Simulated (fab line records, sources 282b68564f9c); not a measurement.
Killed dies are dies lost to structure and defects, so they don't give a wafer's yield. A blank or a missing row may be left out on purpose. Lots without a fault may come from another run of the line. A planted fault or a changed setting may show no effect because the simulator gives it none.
Which tool did it? | flow rit_cmos | 15 lots, 45 wafers sampled, at 2 steps of a route of 202

WHAT THE GAUGES READ, wafer by wafer
The record holds no reading of a measuring or inspecting step that can be judged against a usual standard deviation.

WHICH TOOL RAN EACH LOT (tool, then ch and the chambers of the sampled wafers, then the start)
lot  | RIT_CONTACT_SOFTBAKE_04          | RIT_M1_PROBE_99
L925 | litho_track-04 ch 0, day 3 05:56 | prober-01, day 3 12:04
L926 | litho_track-03 ch 0, day 3 07:56 | prober-02, day 3 13:59
L927 | litho_track-03 ch 0, day 3 14:27 | prober-01, day 3 20:31
L929 | litho_track-04 ch 0, day 4 00:39 | prober-01, day 4 06:57
L930 | litho_track-01 ch 0, day 4 04:20 | prober-02, day 4 11:43
L932 | litho_track-01 ch 0, day 4 14:34 | prober-02, day 4 20:35
L935 | litho_track-04 ch 0, day 5 05:33 | prober-01, day 5 11:22
L936 | litho_track-03 ch 0, day 5 10:40 | prober-02, day 5 16:51
L939 | litho_track-04 ch 0, day 6 01:41 | prober-01, day 6 07:49
L940 | litho_track-04 ch 0, day 6 05:41 | prober-02, day 6 11:43
L941 | litho_track-01 ch 0, day 6 11:19 | prober-01, day 6 18:25
L942 | litho_track-04 ch 0, day 6 16:26 | prober-02, day 6 23:20
L943 | litho_track-04 ch 0, day 6 21:08 | prober-01, day 7 03:14
L946 | litho_track-01 ch 0, day 7 11:38 | prober-02, day 7 18:51
L947 | litho_track-03 ch 0, day 7 16:36 | prober-01, day 8 00:50
- RIT_CONTACT_SOFTBAKE_04: time 60 s.
- RIT_M1_PROBE_99

WHAT THE TOOLS THEMSELVES READ (means of the sampled wafers that have a number; where no wafer has one, the mark that the record gives instead)
RIT_CONTACT_SOFTBAKE_04. Usual: heater_power_total_W 34.56 W, standard deviation 0.048; run_length_s 89.38 s, standard deviation 0.17.
lot  | tool           | heater_power_total_W (W) | run_length_s (s) | flag
L925 | litho_track-04 | 34.55                    | 89.58            |
L926 | litho_track-03 | 34.52                    | 89.30            |
L927 | litho_track-03 | 34.56                    | 89.38            |
L929 | litho_track-04 | 34.55                    | 89.40            |
L930 | litho_track-01 | 34.56                    | 89.16            |
L932 | litho_track-01 | 34.54                    | 89.16            |
L935 | litho_track-04 | 34.55                    | 89.36            |
L936 | litho_track-03 | 34.55                    | 89.31            |
L939 | litho_track-04 | 34.56                    | 89.46            |
L940 | litho_track-04 | 46.64                    | 48.78            | OFF
L941 | litho_track-01 | 34.55                    | 89.15            |
L942 | litho_track-04 | 46.68                    | 48.77            | OFF
L943 | litho_track-04 | 46.59                    | 48.63            | OFF
L946 | litho_track-01 | 34.58                    | 89.08            |
L947 | litho_track-03 | 34.54                    | 89.47            |

RIT_M1_PROBE_99. Usual: killed_at_M0_to_M3 0.0, standard deviation 0.14; killed_at_front_end 6.5, standard deviation 3; killed_dies 6.6, standard deviation 3; killed_open 3.4, standard deviation 2.2; killed_short 3.3, standard deviation 1.7.
lot  | tool      | killed_at_M0_to_M3 | killed_at_front_end | killed_dies | killed_open | killed_short | flag
L925 | prober-01 | 0.0                | 3.7                 | 3.7         | 1.3         | 2.3          |
L926 | prober-02 | 0.0                | 6.7                 | 6.7         | 3.0         | 3.7          |
L927 | prober-01 | 0.0                | 5.0                 | 5.0         | 2.0         | 3.0          |
L929 | prober-01 | 0.3                | 6.7                 | 7.0         | 4.0         | 3.0          |
L930 | prober-02 | 0.0                | 8.0                 | 8.0         | 4.7         | 3.3          |
L932 | prober-02 | 0.0                | 2.7                 | 2.7         | 2.3         | 0.3          |
L935 | prober-01 | 0.0                | 9.0                 | 9.0         | 3.7         | 5.3          |
L936 | prober-02 | 0.0                | 5.7                 | 5.7         | 2.0         | 3.7          |
L939 | prober-01 | 0.0                | 6.7                 | 6.7         | 3.7         | 3.0          |
L940 | prober-02 | 0.0                | 2.3                 | 2.3         | 1.0         | 1.3          |
L941 | prober-01 | 0.0                | 5.3                 | 5.3         | 1.3         | 4.0          |
L942 | prober-02 | 0.0                | 8.0                 | 8.0         | 2.0         | 6.0          |
L943 | prober-01 | 0.0                | 4.7                 | 4.7         | 2.0         | 2.7          |
L946 | prober-02 | 0.0                | 6.7                 | 6.7         | 3.7         | 3.0          |
L947 | prober-01 | 0.0                | 5.3                 | 5.3         | 2.7         | 2.7          |

THE ANSWER, worked out from the rows above alone
Rule: a lot is off if the mean of its wafers that have a number lies more than 3 standard deviations from the usual mean. A lot without any number at a reading at which 4 lots or more have one is off too. The other lots that the step has rows for count as sound. The gauges are gone through in route order, then the tools' own readings, and for those a lot's mean is taken as printed above. The first step at which some lot is off is used, and at that step the reading that is off furthest; a lot without a number counts as furthest.
Off: L940, L942, L943, at RIT_CONTACT_SOFTBAKE_04 (heater_power_total_W).
A tool fits if, at that step or a process step before it, it ran every lot that is off, and no sound lot after the first of them. One fits: litho_track-04 at RIT_CONTACT_SOFTBAKE_04. Its last sound lot is L939 (day 6 01:41), its first lot that is off L940 (day 6 05:41): a fault that began between those two fits.
The tool's own readings at RIT_CONTACT_SOFTBAKE_04 bear it out: on the lots that are off they differ by more than 5 times the standard deviation of the sound lots' means. heater_power_total_W reads 46.64 W there against 34.55 W on the sound lots; run_length_s reads 48.73 s there against 89.32 s on the sound lots.

WHAT THE SIMULATOR HAD PUT IN
Process parameter drift: litho_track-04, from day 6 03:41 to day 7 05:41, at RIT_CONTACT_SOFTBAKE_04. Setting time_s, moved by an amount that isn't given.
Lots struck among those shown: L940, L942, L943. The rule above found the same.
